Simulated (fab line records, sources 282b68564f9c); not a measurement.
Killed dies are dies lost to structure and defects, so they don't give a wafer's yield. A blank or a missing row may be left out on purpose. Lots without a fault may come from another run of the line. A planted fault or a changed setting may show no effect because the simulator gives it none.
fab line records | flow rit_cmos
record lots=5 wafers=23
route steps=202 shown ACTIVE@11 FOX2@26 NWELL@36 NRETRO@54 PRETRO@65 GATE@84 M1@202
start_h: hours from the record's first day to the start of the lot's first wafer shown | wait_h: hours since the lot's step before | " the same as in the row above | L1.1+2: a row that stands for several wafers | - no value, or no start given | * or withheld: withheld | < > ~ a bound
route shown NAME@n: a module of which the file shows steps, and the number in the route of the first | usual: mean/standard deviation of fault-free wafers | same: alike in all rows | chamber/n: place in a boat | sites: the reading at each site | _std_site: their standard deviation | _edge_site: outer sites' mean less inner sites' | radius_mm: how far each site lies from the wafer's centre | mask NAME#n: copy n | behind: the tool/chamber that last shaped the wafer | hold: why the lot was held/for how many hours/how that ended | device: the transistor (n, p or np) that didn't switch | end of line: the same wafers' tests at the end of the route | a step without rows: its recipe alone | killed: dies lost to structure and defects at the first sort, not the wafer's yield | map: a wafer's dies, x killed, . not, _ none there
set.NAME: the setting as run; set.NAME@STEP: as run at that earlier step | model.NAME: the simulator's own value behind a step, which no gauge read
lots whose settings were changed on purpose; a table a step, a row a wafer
## steps
# step RIT_ACTIVE_DEVELOP_10
# recipe resist=NOVOLAK develop_time_s=50 dev_temp_c=23
# columns lot.wafer tool chamber start_h wait_h set.develop_time_s
L075.2+4+6 litho_track-01 0 - - 52.72
L075.3+5 " 0 " " 50
L079.1+3+5 litho_track-01 0 - - 50
L079.2+4 " 0 " " 43.27
L081.2+4+5 litho_track-02 0 - - 50
L084.1+3+6 litho_track-03 0 - - 50
L084.2+5 " 0 " " 54.56
L085.1+3+4 litho_track-01 0 - - 46.4
L085.2+6 " 0 " " 50
# step RIT_ACTIVE_CD_MEAS_11
# recipe target_cd_nm=1400
# usual cd_nm=1400.1/2.1
# columns lot.wafer tool chamber start_h wait_h set.develop_time_s@ACTIVE_DEVELOP_10 cd_nm
L075.2 cd_sem-02 - 20.02 - 52.72 1395.3
L075.3 " - " " 50 1398.4
L075.4 " - " " 52.72 1393.5
L075.5 " - " " 50 1399.5
L075.6 " - " " 52.72 1394.8
L079.1 cd_sem-02 - 40.67 - 50 1396.7
L079.2 " - " " 43.27 1410.9
L079.3 " - " " 50 1396.9
L079.4 " - " " 43.27 1412.3
L079.5 " - " " 50 1396.3
L081.2 cd_sem-01 - 49.46 - 50 1397.7
L081.4 " - " " 50 1398.3
L081.5 " - " " 50 1399.6
L084.1 cd_sem-02 - 66.01 - 50 1397.4
L084.2 " - " " 54.56 1387.4
L084.3 " - " " 50 1397.1
L084.5 " - " " 54.56 1388.2
L084.6 " - " " 50 1396.3
L085.1 cd_sem-01 - 69.98 - 46.4 1407.2
L085.2 " - " " 50 1400.5
L085.3 " - " " 46.4 1408.6
L085.4 " - " " 46.4 1406.9
L085.6 " - " " 50 1401.8
# step RIT_ACTIVE_HARDBAKE_12
# recipe resist=NOVOLAK temp_c=140 time_s=60
# step RIT_ACTIVE_ETCH_13
# recipe stop_on=SiO2 chemistry=SF6 target=Si3N4 time_s=210 over_etch_frac=0.4 SF6_flow_sccm=200 pressure_mtorr=260 rf_w=125 target_depth_a=2100
# columns lot.wafer tool chamber start_h wait_h set.develop_time_s@ACTIVE_DEVELOP_10 model.ACTIVE.cd_nm
L075.2+6 rie_diel-01 1 20.27 0.1 52.72 1395
L075.3 " 3 " " 50 1398
L075.4 " 0 " " 52.72 1393
L075.5 " 2 " " 50 1400
L079.1+5 rie_diel-01 3,0 40.94 0.1 50 1396
L079.2+4 " 1,0 " " 43.27 1412
L079.3 " 2 " " 50 1397
L081.2+4 rie_diel-02 0,3 49.71 0.1 50 1398
L081.5 " 2 " " 50 1400
L084.1 rie_diel-01 1 66.40 0.1 50 1398
L084.2 " 3 " " 54.56 1387
L084.3+6 " 0,1 " " 50 1397
L084.5 " 0 " " 54.56 1388
L085.1 rie_diel-04 1 70.25 0.1 46.4 1407
L085.2 " 3 " " 50 1400
L085.3+4 " 0,2 " " 46.4 1408
L085.6 " 2 " " 50 1402
# step RIT_ACTIVE_STRIP_14
# recipe chemistry=O2 time_s=180 resist=NOVOLAK platen_temp_c=withheld power_w=500 pressure_mtorr=4000 o2_flow_sccm=4000
# step RIT_ACTIVE_CD_MEAS_90
# recipe target_cd_nm=1400
# usual cd_nm=1400.2/2.1
# columns lot.wafer tool chamber start_h wait_h set.develop_time_s@ACTIVE_DEVELOP_10 cd_nm
L075.2 cd_sem-01 - 20.60 0.1 52.72 1395.4
L075.3 " - " " 50 1398.6
L075.4 " - " " 52.72 1393.5
L075.5 " - " " 50 1399.9
L075.6 " - " " 52.72 1395.5
L079.1 cd_sem-01 - 41.24 0.1 50 1396.6
L079.2 " - " " 43.27 1411.9
L079.3 " - " " 50 1397.0
L079.4 " - " " 43.27 1412.5
L079.5 " - " " 50 1396.4
L081.2 cd_sem-02 - 50.04 0.1 50 1398.0
L081.4 " - " " 50 1398.4
L081.5 " - " " 50 1399.8
L084.1 cd_sem-02 - 66.70 0.1 50 1397.9
L084.2 " - " " 54.56 1387.3
L084.3 " - " " 50 1397.1
L084.5 " - " " 54.56 1388.6
L084.6 " - " " 50 1397.1
L085.1 cd_sem-02 - 70.55 0.1 46.4 1407.0
L085.2 " - " " 50 1400.1
L085.3 " - " " 46.4 1408.3
L085.4 " - " " 46.4 1407.9
L085.6 " - " " 50 1402.3
# step RIT_FOX2_WET_ETCH_03
# recipe chemistry=H3PO4 target=Si3N4 target_depth_nm=195 temp_c=165 time_s=2700
# columns lot.wafer tool chamber start_h wait_h set.time_s
L075.2+3+4+5+6 - - - 0.0 3052
L079.1+2+3+4+5 - - - 0.0 2940
L081.2+4+5 wet_bench-03 1 54.27 0.0 2700
L084.1+2+3+5+6 - - - 0.0 2477
L085.1+2+3+4+6 - - - 0.0 2700
# step RIT_NWELL_IMPLANT_08
# recipe species=P energy_kev=170 dose_cm2=5e+13 tilt_deg=7
# columns lot.wafer tool chamber start_h wait_h set.energy_kev model.implant.rp_nm model.implant.drp_nm
L075.2+3+4+5+6 implanter-04 0 28.70 0.2 170 211.9 68.82
L079.1+2+4 implanter-02 0 48.18 0.2 170 215.6 68.82
L079.3+5 " 0 " " 160.2 202.8 65.88
L081.2+4+5 implanter-03 0 56.52 0.2 170 209.6 68.82
L084.1+3+5 implanter-03 0 73.29 0.2 170 225.5 68.82
L084.2+6 " 0 " " 174.5 231.6 70.19
L085.1+3+6 implanter-04 0 78.17 0.2 160.9 199.6 66.09
L085.2+4 " 0 " " 170 211.3 68.82
# step RIT_NRETRO_COAT_01
# recipe resist=NOVOLAK spin_rpm=2000 resist_thk_nm=1300
# columns lot.wafer tool chamber start_h wait_h set.resist_thk_nm model.NOVOLAK_of_NRETRO_COAT_01.thk_nm
L075.2 litho_track-02 0 36.73 0.1 1300 1308
L075.3+4 " 0 " " 1300 1303
L075.5 " 0 " " 1300 1302
L075.6 " 0 " " 1300 1304
L079.1+2 litho_track-04 0 56.13 0.1 1326 1331
L079.3 " 0 " " 1300 1310
L079.4 " 0 " " 1300 1300
L079.5 " 0 " " 1300 1301
L081.2 litho_track-04 0 64.42 0.1 1300 1309
L081.4 " 0 " " 1300 1304
L081.5 " 0 " " 1300 1301
L084.1+3 litho_track-01 0 82.70 0.1 1300 1304
L084.2 " 0 " " 1300 1307
L084.5 " 0 " " 1300 1305
L084.6 " 0 " " 1300 1301
L085.1 litho_track-01 0 87.51 0.1 1300 1301
L085.2 " 0 " " 1348 1346
L085.3 " 0 " " 1300 1303
L085.4 " 0 " " 1300 1298
L085.6 " 0 " " 1348 1351
# step RIT_NRETRO_SOFTBAKE_02
# recipe resist=NOVOLAK temp_c=90 time_s=60
# step RIT_NRETRO_EXPOSE_03
# recipe mask_id=M4 na=0.57 target_cd_nm=43900 dose_mj=250
# step RIT_NRETRO_DEVELOP_05
# recipe resist=NOVOLAK develop_time_s=68 dev_temp_c=23
# step RIT_NRETRO_HARDBAKE_07
# recipe resist=NOVOLAK temp_c=140 time_s=120
# columns lot.wafer tool chamber start_h wait_h set.resist_thk_nm@NRETRO_COAT_01 model.NOVOLAK_of_NRETRO_COAT_01.thk_nm
L075.2 litho_track-04 0 37.70 0.1 1300 1143
L075.3+4+6 " 0 " " 1300 1140
L075.5 " 0 " " 1300 1138
L079.1+2 litho_track-04 0 57.24 0.0 1326 1163
L079.3 " 0 " " 1300 1145
L079.4+5 " 0 " " 1300 1137
L081.2 litho_track-01 0 65.20 0.1 1300 1145
L081.4 " 0 " " 1300 1141
L081.5 " 0 " " 1300 1137
L084.1+3 litho_track-02 0 83.59 0.0 1300 1140
L084.2 " 0 " " 1300 1143
L084.5 " 0 " " 1300 1141
L084.6 " 0 " " 1300 1138
L085.1 litho_track-04 0 88.40 0.0 1300 1138
L085.2 " 0 " " 1348 1177
L085.3 " 0 " " 1300 1140
L085.4 " 0 " " 1300 1135
L085.6 " 0 " " 1348 1180
# step RIT_PRETRO_COAT_01
# recipe resist=NOVOLAK spin_rpm=2000 resist_thk_nm=1300
# columns lot.wafer tool chamber start_h wait_h set.spin_rpm model.NOVOLAK_of_PRETRO_COAT_01.thk_nm
L075.2 litho_track-01 0 38.46 0.1 2000 1299
L075.3+6 " 0 " " 2078 1280
L075.4 " 0 " " 2000 1305
L075.5 " 0 " " 2078 1282
L079.1 litho_track-02 0 58.03 0.1 2000 1303
L079.2+4 " 0 " " 2000 1304
L079.3 " 0 " " 2000 1299
L079.5 " 0 " " 2000 1308
L081.2 litho_track-02 0 65.97 0.1 2000 1308
L081.4 " 0 " " 2000 1306
L081.5 " 0 " " 2000 1311
L084.1 litho_track-02 0 84.38 0.1 2109 1267
L084.2 " 0 " " 2000 1300
L084.3 " 0 " " 2000 1301
L084.5 " 0 " " 2109 1268
L084.6 " 0 " " 2109 1264
L085.1 litho_track-02 0 89.19 0.1 1864 1343
L085.2 " 0 " " 2000 1302
L085.3 " 0 " " 2000 1300
L085.4 " 0 " " 1864 1346
L085.6 " 0 " " 2000 1294
# step RIT_PRETRO_SOFTBAKE_02
# recipe resist=NOVOLAK temp_c=90 time_s=60
# columns lot.wafer tool chamber start_h wait_h set.temp_c
L075.2+3+6 litho_track-01 0 38.61 0.1 90
L075.4+5 " 0 " " 87.42
L079.1+2+3+4+5 litho_track-02 0 58.18 0.1 90
L081.2+4+5 litho_track-02 0 66.12 0.1 90
L084.1+2+3+5+6 litho_track-02 0 84.53 0.1 90
L085.1+2+6 litho_track-02 0 89.34 0.1 90
L085.3+4 " 0 " " 86.99
# step RIT_PRETRO_EXPOSE_03
# recipe mask_id=M5 na=0.57 target_cd_nm=43700 dose_mj=250
# step RIT_PRETRO_PEB_04
# recipe resist=NOVOLAK temp_c=withheld time_s=withheld
# step RIT_PRETRO_DEVELOP_05
# recipe resist=NOVOLAK develop_time_s=68 dev_temp_c=23
# columns lot.wafer tool chamber start_h wait_h set.spin_rpm@PRETRO_COAT_01 model.NOVOLAK_of_PRETRO_COAT_01.thk_nm
L075.2 litho_track-03 0 - - 2000 1298
L075.3+6 " 0 " " 2078 1279
L075.4 " 0 " " 2000 1314
L075.5 " 0 " " 2078 1290
L079.1+2 litho_track-01 0 - - 2000 1303
L079.3 " 0 " " 2000 1299
L079.4 " 0 " " 2000 1304
L079.5 " 0 " " 2000 1307
L081.2 litho_track-02 0 - - 2000 1308
L081.4 " 0 " " 2000 1306
L081.5 " 0 " " 2000 1310
L084.1 litho_track-02 0 - - 2109 1266
L084.2 " 0 " " 2000 1300
L084.3 " 0 " " 2000 1301
L084.5 " 0 " " 2109 1268
L084.6 " 0 " " 2109 1263
L085.1 litho_track-02 0 - - 1864 1342
L085.2 " 0 " " 2000 1301
L085.3 " 0 " " 2000 1310
L085.4 " 0 " " 1864 1357
L085.6 " 0 " " 2000 1293
# step RIT_PRETRO_HARDBAKE_07
# recipe resist=NOVOLAK temp_c=140 time_s=120
# columns lot.wafer tool chamber start_h wait_h set.spin_rpm@PRETRO_COAT_01 model.NOVOLAK_of_PRETRO_COAT_01.thk_nm
L075.2 litho_track-02 0 39.29 0.1 2000 1136
L075.3 " 0 " " 2078 1119
L075.4 " 0 " " 2000 1141
L075.5 " 0 " " 2078 1121
L075.6 " 0 " " 2078 1120
L079.1+2 litho_track-01 0 58.79 0.0 2000 1140
L079.3 " 0 " " 2000 1136
L079.4 " 0 " " 2000 1141
L079.5 " 0 " " 2000 1143
L081.2 litho_track-02 0 66.79 0.1 2000 1144
L081.4 " 0 " " 2000 1142
L081.5 " 0 " " 2000 1146
L084.1 litho_track-03 0 85.14 0.0 2109 1108
L084.2 " 0 " " 2000 1137
L084.3 " 0 " " 2000 1138
L084.5 " 0 " " 2109 1109
L084.6 " 0 " " 2109 1105
L085.1 litho_track-03 0 89.96 0.0 1864 1174
L085.2 " 0 " " 2000 1138
L085.3 " 0 " " 2000 1137
L085.4 " 0 " " 1864 1177
L085.6 " 0 " " 2000 1131
# step RIT_GATE_CVD_08
# recipe material=poly-Si target_thk_nm=250 temp_c=610 precursor=SiH4 time_s=2220 pressure_mtorr=300 sih4_flow_sccm=100
# columns lot.wafer tool chamber start_h wait_h set.temp_c model.poly-Si_of_GATE_CVD_08.thk_nm
L075.2+3 - - - 0.0 601.8 208.3
L075.4 " - " " 601.8 207.1
L075.5 " - " " 601.8 208.1
L075.6 " - " " 601.8 207.6
L079.1 - - - 0.9 617.3 295.8
L079.2 " - " " 617.3 295.7
L079.3 " - " " 617.3 298.8
L079.4 " - " " 617.3 296.6
L079.5 " - " " 617.3 297
L081.2 lpcvd-01 0 69.93 0.0 610 250.5
L081.4 " 0 " " 610 251.1
L081.5 " 0 " " 610 248.3
L084.1 - - - 0.1 601.8 205.3
L084.2 " - " " 601.8 206.6
L084.3 " - " " 601.8 206.7
L084.5 " - " " 601.8 205
L084.6 " - " " 601.8 205.6
L085.1 - - - 0.1 594.5 173.1
L085.2 " - " " 594.5 174.5
L085.3 " - " " 594.5 171.7
L085.4 " - " " 594.5 173.2
L085.6 " - " " 594.5 174.2
# step RIT_GATE_THK_MEAS_09
# recipe reads=poly-Si_of_GATE_CVD_08
# usual GATE_POLY_THK=250.7/1.8
# columns lot.wafer tool chamber start_h wait_h set.temp_c@GATE_CVD_08 GATE_POLY_THK[nm]
L075.2 film_metro-04 - - - 601.8 208.1
L075.3 " - " " 601.8 208.5
L075.4 " - " " 601.8 207.2
L075.5 " - " " 601.8 208.1
L075.6 " - " " 601.8 207.7
L079.1 film_metro-04 - - - 617.3 295.8
L079.2 " - " " 617.3 295.5
L079.3 " - " " 617.3 298.6
L079.4 " - " " 617.3 296.4
L079.5 " - " " 617.3 296.8
L081.2 film_metro-02 - 72.37 0.0 610 250.5
L081.4 " - " " 610 251.0
L081.5 " - " " 610 248.3
L084.1 film_metro-01 - - - 601.8 205.2
L084.2 " - " " 601.8 206.7
L084.3 " - " " 601.8 206.7
L084.5 " - " " 601.8 205.1
L084.6 " - " " 601.8 205.8
L085.1 film_metro-04 - - - 594.5 173.0
L085.2 " - " " 594.5 174.6
L085.3 " - " " 594.5 171.8
L085.4 " - " " 594.5 173.2
L085.6 " - " " 594.5 174.1
# step RIT_GATE_COAT_11
# recipe resist=NOVOLAK spin_rpm=4250 resist_thk_nm=850
# columns lot.wafer tool chamber start_h wait_h set.spin_rpm model.NOVOLAK_of_GATE_COAT_11.thk_nm
L075.2 litho_track-03 0 46.40 0.1 4250 848.9
L075.3 " 0 " " 4250 851.1
L075.4 " 0 " " 4250 850.1
L075.5 " 0 " " 4250 849.2
L075.6 " 0 " " 4250 853
L079.1 litho_track-04 0 65.93 0.1 3969 881.1
L079.2 " 0 " " 3969 883
L079.3 " 0 " " 3969 883.9
L079.4 " 0 " " 4250 855.2
L079.5 " 0 " " 4250 853.1
L081.2 litho_track-03 0 72.59 0.1 4250 851.4
L081.4 " 0 " " 4250 851
L081.5 " 0 " " 4250 850.8
L084.1 litho_track-04 0 90.57 0.1 4250 850.8
L084.2 " 0 " " 4143 861.4
L084.3 " 0 " " 4250 851.2
L084.5 " 0 " " 4143 865.3
L084.6 " 0 " " 4143 864.7
L085.1 litho_track-03 0 95.69 0.1 4250 854.3
L085.2 " 0 " " 3989 882.2
L085.3 " 0 " " 4250 851.5
L085.4 " 0 " " 3989 884.4
L085.6 " 0 " " 4250 854
# step RIT_GATE_SOFTBAKE_12
# recipe resist=NOVOLAK temp_c=90 time_s=60
# step RIT_GATE_EXPOSE_13
# recipe mask_id=M6 na=0.6 source_shape=conventional sigma_outer=0.6 target_cd_nm=150 dose_mj=383.7
# step RIT_GATE_PEB_14
# recipe resist=NOVOLAK temp_c=withheld time_s=withheld
# step RIT_GATE_DEVELOP_15
# recipe resist=NOVOLAK develop_time_s=50 dev_temp_c=23
# step RIT_GATE_CD_MEAS_16
# recipe target_cd_nm=150
# usual cd_nm=152.4/1.9
# columns lot.wafer tool chamber start_h wait_h set.spin_rpm@GATE_COAT_11 cd_nm
L075.2 cd_sem-01 - 47.26 - 4250 155.2
L075.3 " - " " 4250 151.7
L075.4 " - " " 4250 155.8
L075.5 " - " " 4250 155.0
L075.6 " - " " 4250 153.9
L079.1 cd_sem-01 - 66.63 - 3969 159.0
L079.2 " - " " 3969 160.2
L079.3 " - " " 3969 160.1
L079.4 " - " " 4250 154.9
L079.5 " - " " 4250 154.7
L081.2 cd_sem-01 - 73.29 - 4250 153.2
L081.4 " - " " 4250 153.7
L081.5 " - " " 4250 152.2
L084.1 cd_sem-02 - 91.40 - 4250 149.4
L084.2 " - " " 4143 154.4
L084.3 " - " " 4250 150.4
L084.5 " - " " 4143 154.8
L084.6 " - " " 4143 151.9
L085.1 cd_sem-01 - 96.39 - 4250 154.1
L085.2 " - " " 3989 160.0
L085.3 " - " " 4250 152.6
L085.4 " - " " 3989 159.0
L085.6 " - " " 4250 153.1
# step RIT_GATE_HARDBAKE_18
# recipe resist=NOVOLAK temp_c=140 time_s=60
# columns lot.wafer tool chamber start_h wait_h set.spin_rpm@GATE_COAT_11 model.NOVOLAK_of_GATE_COAT_11.thk_nm
L075.2 litho_track-04 0 47.42 0.0 4250 751.5
L075.3 " 0 " " 4250 753.5
L075.4 " 0 " " 4250 752.6
L075.5 " 0 " " 4250 751.7
L075.6 " 0 " " 4250 755.1
L079.1 litho_track-03 0 66.86 0.1 3969 779.7
L079.2 " 0 " " 3969 781.3
L079.3 " 0 " " 3969 782.2
L079.4 " 0 " " 4250 757.1
L079.5 " 0 " " 4250 755.2
L081.2 litho_track-02 0 73.45 0.0 4250 753.8
L081.4 " 0 " " 4250 753.3
L081.5 " 0 " " 4250 753.2
L084.1 litho_track-04 0 91.55 0.0 4250 753.2
L084.2 " 0 " " 4143 762.4
L084.3 " 0 " " 4250 753.6
L084.5 " 0 " " 4143 765.8
L084.6 " 0 " " 4143 765.3
L085.1 litho_track-04 0 96.54 0.0 4250 756.3
L085.2 " 0 " " 3989 780.7
L085.3 " 0 " " 4250 753.8
L085.4 " 0 " " 3989 782.5
L085.6 " 0 " " 4250 756
# step RIT_GATE_ETCH_19
# recipe chemistry=SF6/CHF3/O2 time_s=171.6 SF6_flow_sccm=30 CHF3_flow_sccm=30 O2_flow_sccm=5 target=poly-Si pressure_mtorr=40 rf_w=160 target_depth_a=3125 over_etch_frac=0.25 stop_on=SiO2
# usual oes_product_au=0.850/0.017
# columns lot.wafer tool chamber start_h wait_h set.temp_c@GATE_CVD_08 oes_product_au model.GATE.feature_depth_nm model.etch.depth_nm
L075.2 rie_si-01 3 47.55 0.1 601.8 0.751 208.3 208.3
L075.3 " 0 " " 601.8 0.763 208.3 208.3
L075.4 " 1 " " 601.8 0.767 207.1 207.1
L075.5 " 3 " " 601.8 0.752 208.1 208.1
L075.6 " 2 " " 601.8 0.760 207.6 207.6
L079.1 rie_si-02 1 67.01 0.1 617.3 0.917 295.8 295.8
L079.2 " 3 " " 617.3 0.931 295.7 295.7
L079.3 " 0 " " 617.3 0.966 298.8 298.8
L079.4 " 1 " " 617.3 0.921 296.6 296.6
L079.5 " 3 " " 617.3 0.929 297 297
L081.2 rie_si-02 3 73.57 0.1 610 0.820 250.5 250.5
L081.4 " 1 " " 610 0.823 251.1 251.1
L081.5 " 3 " " 610 0.820 248.3 248.3
L084.1 rie_si-01 2 91.70 0.1 601.8 0.745 205.3 205.3
L084.2 " 1 " " 601.8 0.761 206.6 206.6
L084.3 " 3 " " 601.8 0.749 206.7 206.7
L084.5 " 3 " " 601.8 0.746 205 205
L084.6 " 2 " " 601.8 0.753 205.6 205.6
L085.1 rie_si-02 0 96.69 0.1 594.5 0.670 173.1 173.1
L085.2 " 1 " " 594.5 0.655 174.5 174.5
L085.3 " 3 " " 594.5 0.645 171.7 171.7
L085.4 " 3 " " 594.5 0.644 173.2 173.2
L085.6 " 1 " " 594.5 0.644 174.2 174.2
# step RIT_GATE_STRIP_20
# recipe chemistry=O2 time_s=180 resist=NOVOLAK platen_temp_c=withheld power_w=500 pressure_mtorr=4000 o2_flow_sccm=4000
# step RIT_GATE_CD_MEAS_90
# recipe target_cd_nm=150
# usual cd_nm=152.5/2
# columns lot.wafer tool chamber start_h wait_h set.spin_rpm@GATE_COAT_11 cd_nm
L075.2 cd_sem-01 - 47.85 0.1 4250 154.6
L075.3 " - " " 4250 151.3
L075.4 " - " " 4250 156.0
L075.5 " - " " 4250 155.0
L075.6 " - " " 4250 154.1
L079.1 cd_sem-02 - 67.29 0.1 3969 159.1
L079.2 " - " " 3969 160.2
L079.3 " - " " 3969 160.4
L079.4 " - " " 4250 155.3
L079.5 " - " " 4250 155.0
L081.2 cd_sem-02 - 73.88 0.1 4250 153.6
L081.4 " - " " 4250 154.0
L081.5 " - " " 4250 152.4
L084.1 cd_sem-01 - 91.99 0.1 4250 149.3
L084.2 " - " " 4143 154.6
L084.3 " - " " 4250 150.0
L084.5 " - " " 4143 154.1
L084.6 " - " " 4143 151.9
L085.1 cd_sem-01 - 96.98 0.1 4250 154.5
L085.2 " - " " 3989 160.5
L085.3 " - " " 4250 152.4
L085.4 " - " " 3989 159.2
L085.6 " - " " 4250 153.6
# step RIT_M1_PROBE_99
# columns lot.wafer tool chamber start_h wait_h set.time_s@FOX2_WET_ETCH_03 set.temp_c@GATE_CVD_08 model.etest.pmos_0p15.r_on_ohm_um model.etest.pmos_turned.r_on_ohm_um model.etest.pplus_sal.width_nm
L079.1 prober-02 - 88.63 0.1 2940 617.3 2493 3097 3367
L079.2 prober-02 - 88.68 0.1 2940 617.3 2526 3103 3375
L079.3 prober-02 - 88.73 0.2 2940 617.3 2562 3156 3375
L079.4 prober-02 - 88.78 0.2 2940 617.3 2399 2982 3356
L079.5 prober-02 - 88.83 0.2 2940 617.3 2417 3004 3362
L081.2 prober-02 - 95.40 0.1 2700 610 2985 3677 3485
L081.4 prober-02 - 95.50 0.2 2700 610 2860 3574 3435
L081.5 prober-02 - 95.55 0.2 2700 610 2837 3489 3470
# killed by level:class
L081.2 GATE:geometric_particle:short=3 SILICIDE:geometric_particle:short=1 GATE:geometric_particle:open=1 SPACER:geometric_particle:open=1
L081.4 GATE:geometric_particle:open=3 SPACER:geometric_particle:short=2 SILICIDE:geometric_particle:open=2 GATE:geometric_particle:short=1 SPACER:geometric_particle:open=1
L081.5 GATE:geometric_particle:open=1 GATE:geometric_particle:short=1 SILICIDE:geometric_particle:short=1
## key
split step=RIT_ACTIVE_DEVELOP_10 setting=develop_time_s stated=50 by=wafer
response step=RIT_ACTIVE_CD_MEAS_11 reading=cd_nm change=-1.03 per=1% r=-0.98
response step=RIT_ACTIVE_ETCH_13 reading=model.ACTIVE.cd_nm change=-1.06 per=1% r=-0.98
response step=RIT_ACTIVE_CD_MEAS_90 reading=cd_nm change=-1.06 per=1% r=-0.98
split step=RIT_FOX2_WET_ETCH_03 setting=time_s stated=2700 by=lot
response step=RIT_M1_PROBE_99 reading=model.etest.pmos_turned.r_on_ohm_um change=-57.5 per=1% r=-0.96
response step=RIT_M1_PROBE_99 reading=model.etest.pmos_0p15.r_on_ohm_um change=-46.6 per=1% r=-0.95
response step=RIT_M1_PROBE_99 reading=model.etest.pplus_sal.width_nm change=-10.8 per=1% r=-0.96
split step=RIT_NWELL_IMPLANT_08 setting=energy_kev stated=170 by=wafer
response step=RIT_NWELL_IMPLANT_08 reading=model.implant.rp_nm change=+2.21 per=1% r=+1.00
response step=RIT_NWELL_IMPLANT_08 reading=model.implant.drp_nm change=+0.511 per=1% r=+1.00
split step=RIT_NRETRO_COAT_01 setting=resist_thk_nm stated=1300 by=wafer
response step=RIT_NRETRO_COAT_01 reading=model.NOVOLAK_of_NRETRO_COAT_01.thk_nm change=+13.1 per=1% r=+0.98
response step=RIT_NRETRO_HARDBAKE_07 reading=model.NOVOLAK_of_NRETRO_COAT_01.thk_nm change=+11.3 per=1% r=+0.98
split step=RIT_PRETRO_COAT_01 setting=spin_rpm stated=2000 by=wafer
response step=RIT_PRETRO_COAT_01 reading=model.NOVOLAK_of_PRETRO_COAT_01.thk_nm change=-6.42 per=1% r=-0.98
response step=RIT_PRETRO_DEVELOP_05 reading=model.NOVOLAK_of_PRETRO_COAT_01.thk_nm change=-6.64 per=1% r=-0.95
response step=RIT_PRETRO_HARDBAKE_07 reading=model.NOVOLAK_of_PRETRO_COAT_01.thk_nm change=-5.53 per=1% r=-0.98
split step=RIT_PRETRO_SOFTBAKE_02 setting=temp_c stated=90 by=wafer
response none clear
split step=RIT_GATE_CVD_08 setting=temp_c stated=610 by=lot
response step=RIT_GATE_CVD_08 reading=model.poly-Si_of_GATE_CVD_08.thk_nm change=+33.2 per=1% r=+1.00
response step=RIT_GATE_THK_MEAS_09 reading=GATE_POLY_THK change=+33.2 per=1% r=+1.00
response step=RIT_GATE_ETCH_19 reading=oes_product_au change=+0.0724 per=1% r=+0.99
response step=RIT_GATE_ETCH_19 reading=model.GATE.feature_depth_nm change=+33.2 per=1% r=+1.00
response step=RIT_GATE_ETCH_19 reading=model.etch.depth_nm change=+33.2 per=1% r=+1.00
response step=RIT_M1_PROBE_99 reading=model.etest.pmos_turned.r_on_ohm_um change=-427 per=1% r=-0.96
response step=RIT_M1_PROBE_99 reading=model.etest.pmos_0p15.r_on_ohm_um change=-346 per=1% r=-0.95
response step=RIT_M1_PROBE_99 reading=model.etest.pplus_sal.width_nm change=-80.5 per=1% r=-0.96
split step=RIT_GATE_COAT_11 setting=spin_rpm stated=4250 by=wafer
response step=RIT_GATE_COAT_11 reading=model.NOVOLAK_of_GATE_COAT_11.thk_nm change=-4.61 per=1% r=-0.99
response step=RIT_GATE_CD_MEAS_16 reading=cd_nm change=-0.918 per=1% r=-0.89
response step=RIT_GATE_HARDBAKE_18 reading=model.NOVOLAK_of_GATE_COAT_11.thk_nm change=-4.04 per=1% r=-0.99
response step=RIT_GATE_CD_MEAS_90 reading=cd_nm change=-0.911 per=1% r=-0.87
